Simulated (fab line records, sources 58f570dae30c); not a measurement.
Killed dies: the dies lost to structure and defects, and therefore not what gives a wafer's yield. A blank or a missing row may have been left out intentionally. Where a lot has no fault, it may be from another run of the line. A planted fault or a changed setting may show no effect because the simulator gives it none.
Which tool was responsible? || flow berkeley_cmos170 || 7 lots with 21 wafers sampled at 2 steps, on a route of 331 steps

WHAT THE GAUGES SHOWED, per wafer
UCB170_NWELL_THK_MEAS_02.
{"lot": "L682", "measured": "day 2 09:37", "on": "film_metro-03", "NWELL_OXIDE_THK (nm)": "26.4 26.8 26.3"}
{"lot": "L685", "measured": "day 3 03:37", "on": "film_metro-01", "NWELL_OXIDE_THK (nm)": "26.8 26.4 26.1"}
{"lot": "L688", "measured": "day 3 21:19", "on": "film_metro-04", "NWELL_OXIDE_THK (nm)": "39.5 39.5 40.2"}
{"lot": "L694", "measured": "day 4 21:15", "on": "film_metro-03", "NWELL_OXIDE_THK (nm)": "39.7 38.0 39.5"}
{"lot": "L697", "measured": "day 5 14:02", "on": "film_metro-03", "NWELL_OXIDE_THK (nm)": "41.8 41.4 41.2"}
{"lot": "L701", "measured": "day 6 07:47", "on": "film_metro-03", "NWELL_OXIDE_THK (nm)": "26.2 26.4 25.8"}
{"lot": "L703", "measured": "day 6 15:13", "on": "film_metro-04", "NWELL_OXIDE_THK (nm)": "26.2 26.0 26.0"}

EACH LOT AND THE TOOL THAT RAN IT (in order: tool; ch and the chambers of the sampled wafers; start)
{"lot": "L682", "UCB170_NWELL_OXIDATION_01": "furnace-01 ch 0, day 2 08:16"}
{"lot": "L685", "UCB170_NWELL_OXIDATION_01": "furnace-02 ch 0, day 3 02:16"}
{"lot": "L688", "UCB170_NWELL_OXIDATION_01": "furnace-01 ch 0, day 3 17:07"}
{"lot": "L694", "UCB170_NWELL_OXIDATION_01": "furnace-02 ch 0, day 4 17:17"}
{"lot": "L697", "UCB170_NWELL_OXIDATION_01": "furnace-01 ch 0, day 5 08:20"}
{"lot": "L701", "UCB170_NWELL_OXIDATION_01": "furnace-02 ch 0, day 6 06:26"}
{"lot": "L703", "UCB170_NWELL_OXIDATION_01": "furnace-02 ch 0, day 6 13:52"}
- UCB170_NWELL_OXIDATION_01: target thk 26.4 nm, ox time 1260 s.

THE ANSWER, worked out from the rows above alone
Rule: the lots themselves supply what counts as usual. Put in order of their means at a reading, lots are off if they are a third of the lots or fewer, leave a main group of 4 or more, and stand apart from it by a gap of 3 or more times the standard deviation of the main group's means; of several such gaps the widest counts. Not used: any main group whose means are identical at the precision the tables above print for the reading. A lot without any number at a reading at which 4 lots or more have one is off too. The other lots that the step has rows for count as sound.
None of the lots is off at any reading shown; this tells nothing.

WHAT WAS PUT IN BY THE SIMULATOR
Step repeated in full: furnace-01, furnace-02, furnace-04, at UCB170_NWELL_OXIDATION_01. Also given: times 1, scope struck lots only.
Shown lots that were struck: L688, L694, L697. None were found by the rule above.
